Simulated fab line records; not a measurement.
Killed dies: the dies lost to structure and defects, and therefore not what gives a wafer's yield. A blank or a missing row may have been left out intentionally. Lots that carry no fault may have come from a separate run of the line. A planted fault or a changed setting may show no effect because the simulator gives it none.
Comparing a struck lot with a sound one | flow berkeleyCmos170 | 44 steps out of a route of 331
Sound: the wafers L281.2, L281.3, L281.6. The struck wafers were L277.1, L277.4, L277.5. Last of all comes the cause.
Order at every step that has rows: each side's tool, ch and its chambers, its first start. Under that, the readings that differ: sound wafers | struck wafers | difference of the means | sigmas: that difference in standard deviations of wafers without a fault.
alike: words and numbers the same on both sides, and readings whose means are apart by under 2 such deviations; not compared: readings that were withheld, readings missing a value for some wafer, numbers with overlapping values and no deviation given by the record, and bounds like >300 which may hide the same value.
A row with sigmas, a row that says differs or no value, or rows on one side alone: a step with any of these is where the two part. Numbers that have no deviation but don't overlap get no sigmas and don't part them. A reading that every wafer of one side lacks parts them only if that side has two wafers or more.

first, 3 steps without rows for these wafers: UCB170_PVT_EXPOSE_03 (exposes mask NWELL, target cd 3000 nm); UCB170_PVT_PEB_04; UCB170_PVT_DEVELOP_05 (develop time 45 s).
UCB170_PVT_OVL_MEAS_06:
  sound on overlay-02, day 10 16:19; struck on overlay-02, day 9 20:22
  alike: PVT_OVL
following that, these wafers have no rows for 1 step: UCB170_PVT_IMPLANT_07.
UCB170_PVT_STRIP_08: strips in O2.
  sound on plasmaAsher-04 ch 0,1, day 10 16:30; struck on plasmaAsher-02 ch 0,1, day 9 20:34
reading                  | sound       | struck      | difference | sigmas
drypumpMotorCurrentA (A) | 5.4 5.3 5.4 | 6.1 6.7 6.7 | +1.1       | +3
  alike: o2FlowSccm, oesProductAu, stripTimeToEndpointS
  not compared: rfHoursCounterH
UCB170_PVT_TW_MEAS_09:
  sound on filmMetro-02, day 10 16:37; struck on filmMetro-04, day 9 20:40
reading | sound       | struck      | difference | sigmas
PVT_TW  | 508 505 509 | 515 517 514 | +8         | +2
then, 1 step without rows for these wafers: UCB170_GATE_WET_ETCH_00 (etches SiO2 in dHF, time 200 s).
UCB170_FIELD_THK_MEAS_91:
  sound on filmMetro-03, day 10 19:37; struck on filmMetro-02, day 9 20:48
  alike: FIELD_OXIDE_LEFT_2_THK
then, 1 step without rows for these wafers: UCB170_GATE_OXIDATION_01 (target thk 6.6 nm, ox time 1800 s).
UCB170_GATE_THK_MEAS_02:
  sound on filmMetro-02, day 11 02:25; struck on filmMetro-02, day 10 02:49
  alike: GATE_OXIDE_THK
then, 1 step without rows for these wafers: UCB170_GATE_ANNEAL_03 (time 1800 s).
UCB170_GATE_CVD_04: deposits poly-Si from SiH4, time 1440 s, target thk 214 nm.
  sound on lpcvd-02 ch 0, day 11 09:51; struck on lpcvd-01 ch 1, day 10 08:34
reading                                 | sound             | struck            | difference | sigmas
sih4FlowSccm (sccm)                     | 120.5 120.4 120.9 | 59.6 59.5 59.9    | -60.9      | -99 or more
model.poly-Si_of_GATE_CVD_04.thkNm (nm) | 217.4 217.1 214.4 | 107.7 106.9 108.8 | -108.5     | 
  alike: spikeTcCentreC, zonePowerCentrePct
UCB170_GATE_THK_MEAS_05:
  sound on filmMetro-04, day 11 11:16; struck on filmMetro-01, day 10 09:58
reading            | sound             | struck            | difference | sigmas
GATE_POLY_THK (nm) | 217.3 217.2 214.4 | 107.6 106.8 108.7 | -108.6     | -64
then, 6 steps without rows for these wafers: UCB170_GATE_COAT_06; UCB170_GATE_COAT_07 (resist thk 900 nm); UCB170_GATE_SOFTBAKE_08 (time 60 s); UCB170_GATE_EXPOSE_09 (exposes mask POLY, target cd 350 nm); UCB170_GATE_PEB_10; UCB170_GATE_DEVELOP_11 (develop time 45 s).
UCB170_GATE_CD_MEAS_12: target cd 350 nm.
  sound on cdSem-02, day 11 12:18; struck on cdSem-02, day 10 11:22
reading   | sound             | struck            | difference | sigmas
cdNm (nm) | 349.1 349.9 348.7 | 351.9 350.5 353.0 | +2.6       | +2
UCB170_GATE_OVL_MEAS_13:
  sound on overlay-01, day 11 12:25; struck on overlay-01, day 10 11:29
  alike: GATE_OVL
UCB170_GATE_ETCH_14: etches BARC in N2/H2.
  sound on rieDiel-01 ch 0,2,3, day 11 12:26; struck on rieDiel-04 ch 1,2, day 10 11:31
  alike: drypumpMotorCurrentA, h2FlowSccm, n2FlowSccm, oesProductAu, throttleValvePct
UCB170_GATE_ETCH_15: etches poly-Si in HBr/Cl2, stops on SiO2, time 56.3 s, target depth 278.2 nm.
  sound on rieSi-01 ch 0,1,2, day 11 12:29; struck on rieSi-02 ch 2,3, day 10 11:34
reading                        | sound             | struck            | difference | sigmas
oesProductAu (a.u.)            | 0.817 0.843 0.808 | 0.551 0.535 0.548 | -0.278     | -21
model.etch.depthNm (nm)        | 217.4 217.1 214.4 | 107.7 106.9 108.8 | -108.5     | 
model.GATE.featureDepthNm (nm) | 217.4 217.1 214.4 | 107.8 106.9 108.8 | -108.5     | 
  alike: drypumpMotorCurrentA, throttleValvePct
  not compared: rfHoursCounterH
UCB170_GATE_STRIP_16: strips in O2.
  sound on plasmaAsher-02 ch 0, day 11 12:32; struck on plasmaAsher-04 ch 0, day 10 11:37
reading                  | sound       | struck      | difference | sigmas
drypumpMotorCurrentA (A) | 6.7 6.7 6.7 | 5.4 5.4 5.4 | -1.3       | -3
  alike: o2FlowSccm, oesProductAu
  not compared: rfHoursCounterH
UCB170_GATE_CD_MEAS_90: target cd 350 nm.
  sound on cdSem-02, day 11 12:39; struck on cdSem-01, day 10 11:43
reading   | sound             | struck            | difference | sigmas
cdNm (nm) | 348.8 349.7 348.6 | 353.2 350.3 354.1 | +3.5       | +2
then, 7 steps without rows for these wafers: UCB170_GATE_CLEAN_17 (cleans in SPM, time 600 s); UCB170_PLDD_HMDS_00 (prime time 60 s); UCB170_PLDD_COAT_01 (resist thk 900 nm); UCB170_PLDD_SOFTBAKE_02 (time 60 s); UCB170_PLDD_EXPOSE_03 (exposes mask PSELECT, target cd 1200 nm); UCB170_PLDD_PEB_04; UCB170_PLDD_DEVELOP_05 (develop time 45 s).
UCB170_PLDD_CD_MEAS_06: target cd 1200 nm.
  sound on cdSem-02, day 11 14:16; struck on cdSem-01, day 10 13:22
  alike: cdNm
UCB170_PLDD_OVL_MEAS_07:
  sound on overlay-02, day 11 14:23; struck on overlay-01, day 10 13:29
  alike: PLDD_OVL
then, 2 steps without rows for these wafers: UCB170_PLDD_IMPLANT_08; UCB170_PLDD_IMPLANT_09.
UCB170_PLDD_STRIP_10: strips in O2.
  sound on plasmaAsher-04 ch 1, day 11 14:43; struck on plasmaAsher-01 ch 0,1, day 10 13:49
  alike: drypumpMotorCurrentA, o2FlowSccm, oesProductAu, stripTimeToEndpointS
  not compared: rfHoursCounterH
UCB170_PLDD_TW_MEAS_11:
  sound on filmMetro-01, day 11 14:49; struck on filmMetro-03, day 10 13:55
reading | sound        | struck         | difference | sigmas
PLDD_TW | 1001 997 998 | 1017 1016 1021 | +19        | +2
then, 3 steps without rows for these wafers: UCB170_PLDD_CLEAN_12 (cleans in SPM, time 600 s); UCB170_NLDD_HMDS_00 (prime time 60 s); UCB170_NLDD_COAT_01 (resist thk 900 nm).
UCB170_SILICIDE_PRE_CLEAN_00: preclean etch time 60 s.
  sound on pvdSputter-01, day 12 03:13; struck on pvdSputter-01, day 11 04:40
reading                                 | sound             | struck        | difference | sigmas
model.poly-Si_of_GATE_CVD_04.thkNm (nm) | 210.6 210.3 207.5 | 100.9 100 102 | -108.5     | 
UCB170_M3_PROBE_99:
  sound wafers here have rows in the record (prober-01, day 13 03:23); struck ones have none

## WHERE THEY PART
Earliest at UCB170_PVT_STRIP_08; latest, in this record, at UCB170_M3_PROBE_99.

WHY: the cause the simulator had injected
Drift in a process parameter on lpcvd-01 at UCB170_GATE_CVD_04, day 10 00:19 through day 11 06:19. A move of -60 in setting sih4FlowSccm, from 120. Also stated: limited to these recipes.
